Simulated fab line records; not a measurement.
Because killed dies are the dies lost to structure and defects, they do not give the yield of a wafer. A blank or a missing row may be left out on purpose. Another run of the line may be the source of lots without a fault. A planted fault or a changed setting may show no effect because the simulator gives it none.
fab line records    flow rit-cmos
[record] lots = 11  wafers = 33  last-day = 7
route steps=202 shown PWELL@47 NRETRO@59 PRETRO@70 M1@202
lots that met no fault: from a run of the same line without faults
start-h: the number of hours between the record's first day and the start of the first shown wafer of the lot    wait-h: hours since the lot's step before    " same as the row above    L1.1+2: a single row standing in for several wafers    - either no value or no given start    * or withheld: withheld    < > ~ a bound
route shown NAME@n: a module of which the file shows steps, and the number in the route of the first    usual: the fault-free wafers' mean and standard deviation    same: alike in all rows    chamber/n: place in a boat    sites: the reading at each site    _std_site: the standard deviation of these    _edge_site: the outer-site mean with the inner-site mean subtracted    radius-mm: for every site, how far away it sits from the centre of the wafer    mask NAME#n: copy n    behind: the most recent tool/chamber to have shaped the wafer    hold: reason for holding the lot/hours on hold/outcome of the hold    device: the n, p or np transistor that did not switch    end of line: at the end of the route, the tests of the same wafers    for a step that has no rows: nothing shown but its recipe    killed: dies that structure and defects cost at the first sort, which is not the same as the wafer's yield    map: the dies of a wafer, with x for killed, . for not killed, _ for no die there
set.NAME: the run value of the setting; set.NAME@STEP: its run value at that earlier step    model.NAME: the simulator's own value behind a step, which no gauge read
steps of the route over a sample of lots; a table a step, a row a wafer
services: the hour from which a tool's chamber was out of use, counted from the record's first day as start-h (under 0 if before that day), plus the number of hours and why
[[steps]]
[step RIT_PWELL_IMPLANT_08]
[recipe] species = B  energy-kev = 170  dose-cm2 = 7e+13  tilt-deg = 7
[usual] dose-ions-cm2 = 7.002e+13/7.2e+10  end-station-pressure-torr = 5.2e-06/2.7e-07  faraday-current-uA = 222/4.7  tilt-deg = 7.002/0.02
lot.wafer  tool          chamber  start-h  wait-h  dose-ions-cm2  end-station-pressure-torr  faraday-current-uA  tilt-deg
L774.2     implanter-01  0        23.18    0.2     7.001e+13      4.69e-06                   217                 7.022
L774.3     "             0        "        "       7.004e+13      4.96e-06                   216                 6.993
L774.5     "             0        "        "       6.995e+13      5.54e-06                   223                 6.970
L775.4     implanter-01  0        31.60    0.2     6.995e+13      5.01e-06                   222                 7.005
L775.5     "             0        "        "       6.999e+13      5.08e-06                   218                 7.017
L775.6     "             0        "        "       7.003e+13      5.12e-06                   220                 6.990
L776.2     implanter-04  0        32.87    0.2     6.996e+13      5.09e-06                   228                 6.976
L776.5     "             0        "        "       6.998e+13      4.62e-06                   219                 6.992
L776.6     "             0        "        "       7.001e+13      4.93e-06                   221                 6.969
L777.1     implanter-01  0        37.63    0.2     7.006e+13      5.59e-06                   223                 7.011
L777.4     "             0        "        "       7.006e+13      4.65e-06                   227                 7.000
L777.5     "             0        "        "       7.003e+13      5.65e-06                   225                 7.018
L778.1     implanter-02  0        45.74    0.2     6.993e+13      5.33e-06                   222                 7.006
L778.2     "             0        "        "       7.008e+13      5.21e-06                   223                 7.018
L778.5     "             0        "        "       7.014e+13      4.88e-06                   223                 7.015
L780.2     implanter-02  0        52.48    0.2     6.985e+13      5.13e-06                   217                 7.015
L780.4     "             0        "        "       7.01e+13       5.28e-06                   219                 7.005
L780.6     "             0        "        "       7.003e+13      5.5e-06                    225                 7.017
L782.2     implanter-04  0        62.39    0.2     5.178e+13      5.01e-06                   154                 7.009
L782.3     "             0        "        "       5.179e+13      5.27e-06                   169                 7.036
L782.4     "             0        "        "       5.178e+13      4.71e-06                   157                 7.032
L783.2     implanter-04  0        72.44    0.2     5.181e+13      5.8e-06                    161                 7.048
L783.3     "             0        "        "       5.177e+13      5.17e-06                   168                 7.024
L783.6     "             0        "        "       5.182e+13      5.16e-06                   163                 7.030
L793.2     implanter-02  0        117.70   0.2     7.011e+13      5.2e-06                    218                 7.028
L793.3     "             0        "        "       7.014e+13      5.02e-06                   217                 7.031
L793.6     "             0        "        "       7.007e+13      5.17e-06                   218                 6.993
L794.2     implanter-01  0        122.34   0.2     7.009e+13      5.06e-06                   227                 6.995
L794.4     "             0        "        "       6.995e+13      4.95e-06                   225                 6.997
L794.5     "             0        "        "       7e+13          5.06e-06                   227                 6.969
L795.1     implanter-02  0        128.73   0.2     7.001e+13      5.47e-06                   222                 6.970
L795.2     "             0        "        "       7.002e+13      5.06e-06                   223                 6.989
L795.4     "             0        "        "       6.993e+13      5.39e-06                   215                 7.019
[step RIT_PWELL_TW_MEAS_10]
[usual] PWELL_TW = 946/4.6
lot.wafer  tool           chamber  start-h  wait-h  hold                      PWELL_TW
L774.2     film-metro-01  -        23.49    0.1     -                         943
L774.3     "              -        "        "       -                         944
L774.5     "              -        "        "       -                         939
L775.4     film-metro-01  -        31.88    0.1     -                         947
L775.5     "              -        "        "       -                         939
L775.6     "              -        "        "       -                         947
L776.2     film-metro-01  -        33.18    0.1     -                         943
L776.5     "              -        "        "       -                         945
L776.6     "              -        "        "       -                         943
L777.1     film-metro-01  -        37.96    0.1     -                         949
L777.4     "              -        "        "       -                         941
L777.5     "              -        "        "       -                         946
L778.1     film-metro-01  -        46.06    0.1     -                         949
L778.2     "              -        "        "       -                         948
L778.5     "              -        "        "       -                         946
L780.2     film-metro-01  -        52.79    0.1     -                         948
L780.4     "              -        "        "       -                         945
L780.6     "              -        "        "       -                         943
L782.2     film-metro-01  -        62.70    0.1     await-dispo/0.2h/release  858
L782.3     "              -        "        "       await-dispo/0.2h/release  861
L782.4     "              -        "        "       await-dispo/0.2h/release  858
L782.2     film-metro-01  -        62.98    0.3     -                         856
L782.3     "              -        "        "       -                         855
L782.4     "              -        "        "       -                         860
L783.2     film-metro-01  -        72.75    0.1     await-dispo/0.2h/release  861
L783.3     "              -        "        "       await-dispo/0.2h/release  866
L783.6     "              -        "        "       await-dispo/0.2h/release  861
L783.2     film-metro-01  -        72.97    0.2     -                         858
L783.3     "              -        "        "       -                         857
L783.6     "              -        "        "       -                         862
L793.2     film-metro-01  -        118.01   0.1     -                         946
L793.3     "              -        "        "       -                         943
L793.6     "              -        "        "       -                         944
L794.2     film-metro-01  -        122.65   0.1     -                         953
L794.4     "              -        "        "       -                         950
L794.5     "              -        "        "       -                         954
L795.1     film-metro-04  -        129.05   0.1     -                         946
L795.2     "              -        "        "       -                         947
L795.4     "              -        "        "       -                         951
[step RIT_WELLDRIVE_RS_MEAS_02]
[recipe] thk-meas-gauge = four-point-probe
[usual] PWELL_RS = 429.3/1.4
lot.wafer  tool           chamber  start-h  wait-h  hold                      PWELL_RS[ohm/sq]
L774.2     film-metro-01  -        29.15    0.1     -                         430.4
L774.3     "              -        "        "       -                         428.1
L774.5     "              -        "        "       -                         429.6
L775.4     film-metro-02  -        37.17    0.1     -                         426.4
L775.5     "              -        "        "       -                         426.9
L775.6     "              -        "        "       -                         427.6
L776.2     film-metro-01  -        39.29    0.1     -                         428.7
L776.5     "              -        "        "       -                         427.5
L776.6     "              -        "        "       -                         428.2
L777.1     film-metro-04  -        43.65    0.1     -                         425.4
L777.4     "              -        "        "       -                         426.5
L777.5     "              -        "        "       -                         424.7
L778.1     film-metro-04  -        51.33    0.1     -                         427.9
L778.2     "              -        "        "       -                         429.2
L778.5     "              -        "        "       -                         427.8
L780.2     film-metro-01  -        58.06    0.1     -                         429.8
L780.4     "              -        "        "       -                         429.9
L780.6     "              -        "        "       -                         430.2
L782.2     film-metro-02  -        71.62    0.1     await-dispo/0.2h/release  520.1
L782.3     "              -        "        "       await-dispo/0.2h/release  518.0
L782.4     "              -        "        "       await-dispo/0.2h/release  520.4
L782.2     film-metro-02  -        71.92    0.3     -                         520.2
L782.3     "              -        "        "       -                         518.9
L782.4     "              -        "        "       -                         519.8
L783.2     film-metro-02  -        82.38    0.1     await-dispo/0.2h/release  519.7
L783.3     "              -        "        "       await-dispo/0.2h/release  519.7
L783.6     "              -        "        "       await-dispo/0.2h/release  519.1
L783.2     film-metro-02  -        82.66    0.3     -                         519.1
L783.3     "              -        "        "       -                         520.5
L783.6     "              -        "        "       -                         520.1
L793.2     film-metro-02  -        123.48   0.1     -                         428.7
L793.3     "              -        "        "       -                         428.3
L793.6     "              -        "        "       -                         429.3
L794.2     film-metro-01  -        127.93   0.1     -                         430.6
L794.4     "              -        "        "       -                         429.4
L794.5     "              -        "        "       -                         430.2
L795.1     film-metro-01  -        134.89   0.1     -                         430.6
L795.2     "              -        "        "       -                         430.7
L795.4     "              -        "        "       -                         429.7
[step RIT_NRETRO_OVL_MEAS_06]
[usual] NRETRO_OVL = 0.6/1.5
lot.wafer  tool        chamber  start-h  wait-h  NRETRO_OVL[nm]
L774.2     overlay-02  -        30.14    -       1.3
L774.3     "           -        "        "       0.2
L774.5     "           -        "        "       0.1
L775.4     overlay-01  -        38.28    -       2.2
L775.5     "           -        "        "       0.7
L775.6     "           -        "        "       0.7
L776.2     overlay-01  -        43.86    -       3.0
L776.5     "           -        "        "       2.9
L776.6     "           -        "        "       2.9
L777.1     overlay-01  -        44.77    -       -0.8
L777.4     "           -        "        "       -0.3
L777.5     "           -        "        "       -0.4
L778.1     overlay-02  -        52.42    -       -0.3
L778.2     "           -        "        "       0.4
L778.5     "           -        "        "       -0.8
L780.2     overlay-02  -        59.05    -       2.9
L780.4     "           -        "        "       0.5
L780.6     "           -        "        "       2.6
L793.2     overlay-01  -        124.46   -       0.2
L793.3     "           -        "        "       -0.1
L793.6     "           -        "        "       -1.5
L794.2     overlay-01  -        129.04   -       0.8
L794.4     "           -        "        "       0.9
L794.5     "           -        "        "       0.7
L795.1     overlay-02  -        135.89   -       -2.6
L795.2     "           -        "        "       -2.7
L795.4     "           -        "        "       -0.7
[step RIT_PRETRO_OVL_MEAS_06]
[usual] PRETRO_OVL = -0.9/1.2
lot.wafer  tool        chamber  start-h  wait-h  PRETRO_OVL[nm]
L774.2     overlay-02  -        31.85    -       -0.1
L774.3     "           -        "        "       -1.4
L774.5     "           -        "        "       0.0
L775.4     overlay-02  -        40.06    -       1.5
L775.5     "           -        "        "       0.0
L775.6     "           -        "        "       1.3
L776.2     overlay-02  -        45.62    -       -2.6
L776.5     "           -        "        "       -1.2
L776.6     "           -        "        "       -0.5
L777.1     overlay-02  -        46.49    -       -3.3
L777.4     "           -        "        "       -1.4
L777.5     "           -        "        "       -2.4
L778.1     overlay-02  -        54.02    -       -1.4
L778.2     "           -        "        "       -0.9
L778.5     "           -        "        "       -0.7
L780.2     overlay-02  -        60.65    -       -0.5
L780.4     "           -        "        "       0.5
L780.6     "           -        "        "       0.6
L793.2     overlay-01  -        126.02   -       0.9
L793.3     "           -        "        "       -0.3
L793.6     "           -        "        "       -0.6
L794.2     overlay-01  -        130.71   -       -0.3
L794.4     "           -        "        "       -0.7
L794.5     "           -        "        "       0.3
L795.1     overlay-01  -        137.57   -       -2.1
L795.2     "           -        "        "       -0.4
L795.4     "           -        "        "       -3.0
[step RIT_PRETRO_STRIP_09]
[recipe] chemistry = O2  time-s = 180  resist = NOVOLAK  platen-temp-c = withheld  power-w = 500  pressure-mtorr = 4000  o2-flow-sccm = 4000
[usual] chamber-pressure-mTorr = 4000/3.5  drypump-motor-current-A = 5.6/0.63
lot.wafer  tool             chamber  start-h  wait-h  chamber-pressure-mTorr  drypump-motor-current-A  rf-hours-counter-h
L774.2     plasma-asher-02  0        32.28    0.1     4002                    6.2                      40
L774.3     "                0        "        "       3998                    6.2                      -
L774.5     "                1        "        "       3998                    4.9                      -
L775.4     plasma-asher-01  0        40.54    0.1     3999                    6.5                      -
L775.5     "                0        "        "       3999                    6.5                      -
L775.6     "                1        "        "       4004                    5.0                      -
L776.2     plasma-asher-02  1        46.14    0.1     4005                    4.9                      41
L776.5     "                0        "        "       3995                    6.2                      -
L776.6     "                1        "        "       3999                    4.9                      -
L777.1     plasma-asher-03  1        46.93    0.1     4012                    5.5                      27
L777.4     "                1        "        "       4001                    5.5                      -
L777.5     "                1        "        "       3995                    5.5                      -
L778.1     plasma-asher-03  1        54.46    0.1     4001                    5.5                      28
L778.2     "                0        "        "       4001                    5.5                      28
L778.5     "                1        "        "       4000                    5.5                      -
L780.2     plasma-asher-03  1        61.08    0.1     4002                    5.5                      29
L780.4     "                1        "        "       4003                    5.4                      -
L780.6     "                1        "        "       3997                    5.4                      -
L793.2     plasma-asher-01  0        126.54   0.1     3998                    6.5                      46
L793.3     "                0        "        "       4000                    6.5                      -
L793.6     "                1        "        "       4001                    5.0                      -
L794.2     plasma-asher-02  0        131.14   0.1     4001                    6.2                      1
L794.4     "                0        "        "       4002                    6.2                      -
L794.5     "                0        "        "       4006                    6.2                      -
L795.1     plasma-asher-01  0        138.00   0.1     3996                    6.5                      47
L795.2     "                1        "        "       4001                    5.0                      47
L795.4     "                1        "        "       3998                    5.0                      -
[step RIT_M1_PROBE_99]
[usual] defect-limited-yield = 97.4/1.2  killed-at-front-end = 7/3.1  killed-dies = 7/3.1  killed-open = 3.5/2.2  killed-short = 3.3/1.9  sort_bin_3_pad_short = 0.1/0.21  sort_bin_5_function = 1.4/0.81  sort_bin_6_memory = 1.0/0.65  sort-n-pass = 257/3.1  sort-yield-pct = 97.4/1.2
[same] gross-dies = 264  killed_at_M0_to_M3 = 0  killed_at_M4_up = 0  killed-at-back-side = 0  killed-at-contacts = 0  killed-at-other = 0
lot.wafer  tool       chamber  start-h  wait-h  defect-limited-yield[%]  killed-at-front-end  killed-dies  killed-open  killed-short  sort_bin_3_pad_short[%]  sort_bin_5_function[%]  sort_bin_6_memory[%]  sort-n-pass  sort-yield-pct[%]
L774.2     prober-02  -        60.38    0.1     96.6                     9                    9            3            6             0.4                      1.9                     1.1                   255          96.6
L774.3     prober-02  -        60.43    0.2     98.1                     5                    5            4            1             0                        1.5                     0.4                   259          98.1
L774.5     prober-02  -        60.53    0.2     97.3                     7                    7            4            3             0                        1.1                     1.5                   257          97.3
L775.4     prober-01  -        66.61    0.2     98.5                     4                    4            2            2             0                        0                       1.5                   260          98.5
L775.5     prober-01  -        66.66    0.2     99.2                     2                    2            0            2             0                        0.4                     0.4                   262          99.2
L775.6     prober-01  -        66.71    0.2     97.0                     8                    8            5            3             0.4                      1.5                     1.1                   256          97.0
L776.2     prober-02  -        72.49    0.1     97.3                     7                    7            2            5             0                        2.3                     0.4                   257          97.3
L776.5     prober-02  -        72.64    0.2     96.6                     9                    9            3            6             0                        1.5                     1.9                   255          96.6
L776.6     prober-02  -        72.69    0.2     96.6                     9                    9            2            7             0.4                      1.5                     1.5                   255          96.6
L777.1     prober-01  -        73.02    0.1     97.7                     6                    6            3            3             0.4                      1.1                     0.8                   258          97.7
L777.4     prober-01  -        73.17    0.2     98.1                     5                    5            2            3             0.4                      0.8                     0.8                   259          98.1
L777.5     prober-01  -        73.22    0.2     98.1                     5                    5            4            1             0                        1.1                     0.8                   259          98.1
L778.1     prober-01  -        86.27    0.1     99.6                     1                    1            1            0             0                        0.4                     0                     263          99.6
L778.2     prober-01  -        86.32    0.1     99.2                     2                    2            1            1             0                        0.4                     0.4                   262          99.2
L778.5     prober-01  -        86.47    0.2     97.7                     6                    6            3            3             0                        0.4                     1.9                   258          97.7
L780.2     prober-01  -        88.68    0.1     95.1                     13                   13           11           2             0.4                      3.0                     1.5                   251          95.1
L780.4     prober-01  -        88.78    0.2     98.9                     3                    3            3            0             0                        0.8                     0.4                   261          98.9
L780.6     prober-01  -        88.88    0.2     96.2                     10                   10           4            6             0                        2.7                     1.1                   254          96.2
L793.2     prober-02  -        154.61   0.1     98.1                     5                    5            2            3             0                        1.1                     0.8                   259          98.1
L793.3     prober-02  -        154.66   0.2     98.1                     5                    5            1            4             0                        1.1                     0.8                   259          98.1
L793.6     prober-02  -        154.81   0.2     98.1                     5                    5            1            4             0.4                      1.1                     0.4                   259          98.1
L794.2     prober-01  -        158.57   0.1     95.8                     11                   11           9            2             0.4                      3.0                     0.8                   253          95.8
L794.4     prober-01  -        158.67   0.2     96.6                     9                    9            3            6             0.4                      1.5                     1.5                   255          96.6
L794.5     prober-01  -        158.72   0.2     95.5                     12                   12           8            4             0                        2.7                     1.9                   252          95.5
L795.1     prober-02  -        163.65   0.1     99.2                     2                    2            1            1             0                        0.4                     0.4                   262          99.2
L795.2     prober-02  -        163.70   0.1     97.0                     8                    8            6            2             0                        1.5                     1.5                   256          97.0
L795.4     prober-02  -        163.80   0.2     97.7                     6                    6            2            4             0                        0.4                     1.9                   258          97.7
// killed by level:class
L774.2 GATE:geometric-particle:short=2 GATE:geometric-particle:open=2 SILICIDE:geometric-particle:short=2 FOX2:geometric-particle:short=1 REOX:geometric-particle:short=1 SILICIDE:geometric-particle:open=1
L774.3 SILICIDE:geometric-particle:open=3 GATE:geometric-particle:open=1 SILICIDE:geometric-particle:short=1
L774.5 GATE:geometric-particle:open=3 GATE:geometric-particle:short=2 SILICIDE:geometric-particle:open=1 SILICIDE:geometric-particle:short=1
L775.4 GATE:geometric-particle:open=2 GATE:geometric-particle:short=2
L775.5 GATE:geometric-particle:short=2
L775.6 FOX1:geometric-particle:short=2 GATE:geometric-particle:open=2 FOX1:geometric-particle:open=1 FOX2:geometric-particle:open=1 GATE:geometric-particle:short=1 SPACER:geometric-particle:open=1
L776.2 SILICIDE:geometric-particle:short=3 FOX1:geometric-particle:short=1 GATE:geometric-particle:short=1 REOX:geometric-particle:open=1 SPACER:geometric-particle:open=1
L776.5 FOX1:geometric-particle:open=2 FOX1:geometric-particle:short=2 GATE:geometric-particle:short=2 ACTIVE:geometric-particle:short=1 GATE:geometric-particle:open=1 REOX:geometric-particle:short=1
L776.6 SILICIDE:geometric-particle:short=3 FOX1:geometric-particle:short=2 FOX1:geometric-particle:open=1 GATE:geometric-particle:open=1 GATE:geometric-particle:short=1 REOX:geometric-particle:short=1
L777.1 FOX1:geometric-particle:open=2 FOX1:geometric-particle:short=1 GATE:geometric-particle:short=1 GATE:geometric-particle:open=1 REOX:geometric-particle:short=1
L777.4 FOX1:geometric-particle:short=1 REOX:geometric-particle:open=1 SPACER:geometric-particle:short=1 SPACER:geometric-particle:open=1 SILICIDE:geometric-particle:short=1
L777.5 GATE:geometric-particle:open=2 FOX1:geometric-particle:open=1 GATE:geometric-particle:short=1 SPACER:geometric-particle:open=1
L778.1 GATE:geometric-particle:open=1
L778.2 GATE:geometric-particle:short=1 REOX:geometric-particle:open=1
L778.5 GATE:geometric-particle:short=2 FOX2:geometric-particle:short=1 FOX2:geometric-particle:open=1 GATE:geometric-particle:open=1 SILICIDE:geometric-particle:open=1
L780.2 GATE:geometric-particle:open=6 FOX2:geometric-particle:open=2 SILICIDE:geometric-particle:short=2 FOX1:geometric-particle:open=1 REOX:geometric-particle:open=1 SILICIDE:geometric-particle:open=1
L780.4 ACTIVE:geometric-particle:open=1 GATE:geometric-particle:open=1 SILICIDE:geometric-particle:open=1
L780.6 GATE:geometric-particle:short=4 FOX2:geometric-particle:open=2 GATE:geometric-particle:open=2 FOX1:geometric-particle:short=1 SPACER:geometric-particle:short=1
L793.2 SILICIDE:geometric-particle:short=2 REOX:geometric-particle:open=1 SPACER:geometric-particle:short=1 SILICIDE:geometric-particle:open=1
L793.3 FOX2:geometric-particle:short=1 GATE:geometric-particle:open=1 GATE:geometric-particle:short=1 SPACER:geometric-particle:short=1 SILICIDE:geometric-particle:short=1
L793.6 GATE:geometric-particle:short=2 SPACER:geometric-particle:short=2 SILICIDE:geometric-particle:open=1
L794.2 GATE:geometric-particle:open=3 SILICIDE:geometric-particle:open=3 FOX2:geometric-particle:open=2 FOX2:geometric-particle:short=1 SPACER:geometric-particle:open=1 SILICIDE:geometric-particle:short=1
L794.4 SILICIDE:geometric-particle:short=4 FOX2:geometric-particle:open=1 GATE:geometric-particle:open=1 GATE:geometric-particle:short=1 SPACER:geometric-particle:short=1 SILICIDE:geometric-particle:open=1
L794.5 SILICIDE:geometric-particle:open=4 FOX1:geometric-particle:open=2 FOX2:geometric-particle:short=2 FOX2:geometric-particle:open=1 REOX:geometric-particle:open=1 REOX:geometric-particle:short=1 SILICIDE:geometric-particle:short=1
L795.1 GATE:geometric-particle:open=1 GATE:geometric-particle:short=1
L795.2 FOX1:geometric-particle:open=2 GATE:geometric-particle:open=2 REOX:geometric-particle:open=2 FOX2:geometric-particle:short=1 REOX:geometric-particle:short=1
L795.4 GATE:geometric-particle:short=2 REOX:geometric-particle:short=2 REOX:geometric-particle:open=2
[[services]]
tool             chamber  start-h  hours  kind
implanter-01     -        7.11     3.5    repair
plasma-asher-01  -        8.70     2.8    pm
implanter-02     -        22.78    11.7   repair
implanter-04     -        36.00    7.4    repair
implanter-01     -        38.01    2.9    repair
plasma-asher-02  -        80.01    1.5    repair
plasma-asher-02  -        108.75   9.0    pm
plasma-asher-02  0        108.75   9.0    vent-cycle
plasma-asher-02  1        108.75   9.0    vent-cycle
implanter-01     -        108.82   1.0    repair
implanter-01     -        113.45   3.3    repair
plasma-asher-03  -        114.53   2.8    pm
implanter-04     -        117.52   5.8    repair
plasma-asher-02  0        117.75   -      clean
plasma-asher-02  1        117.75   -      clean
implanter-01     -        124.49   5.1    repair
plasma-asher-02  -        137.37   1.0    repair
[[key]]
[first-sign] step = RIT_PWELL_IMPLANT_08  reading = dose-ions-cm2  direction = down  sigmas = 99+  usual = 7.002e+13  struck = 5.179e+13
[effect] step = RIT_PWELL_IMPLANT_08  reading = faraday-current-uA  direction = down  sigmas = 13  usual = 222  struck = 162
[effect] step = RIT_PWELL_TW_MEAS_10  reading = visit  direction = added
[effect] step = RIT_PWELL_TW_MEAS_10  reading = PWELL_TW  direction = down  sigmas = 19  usual = 946  struck = 861
[effect] step = RIT_WELLDRIVE_RS_MEAS_02  reading = visit  direction = added
[effect] step = RIT_WELLDRIVE_RS_MEAS_02  reading = PWELL_RS  direction = up  sigmas = 63  usual = 429.3  struck = 519.5
met-at RIT_PWELL_IMPLANT_08
struck-lots L782,L783
scrapped-behind RIT_WELLDRIVE_RS_MEAS_02 L782.2,L782.3,L782.4,L783.2,L783.3,L783.6
not-acting-at RIT_NRETRO_OVL_MEAS_06,RIT_PRETRO_OVL_MEAS_06,RIT_PRETRO_STRIP_09
onset-between 32.87 62.39
[fault] kind = process-parameter-drift  tool = implanter-04  chamber = -  onset-h = 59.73  steps = RIT_PWELL_IMPLANT_08  channel = dose-cm2  offset = -1.8226e+13  shape = step  end-h = 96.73  acts-in = these-recipes-only  stated = 7e+13
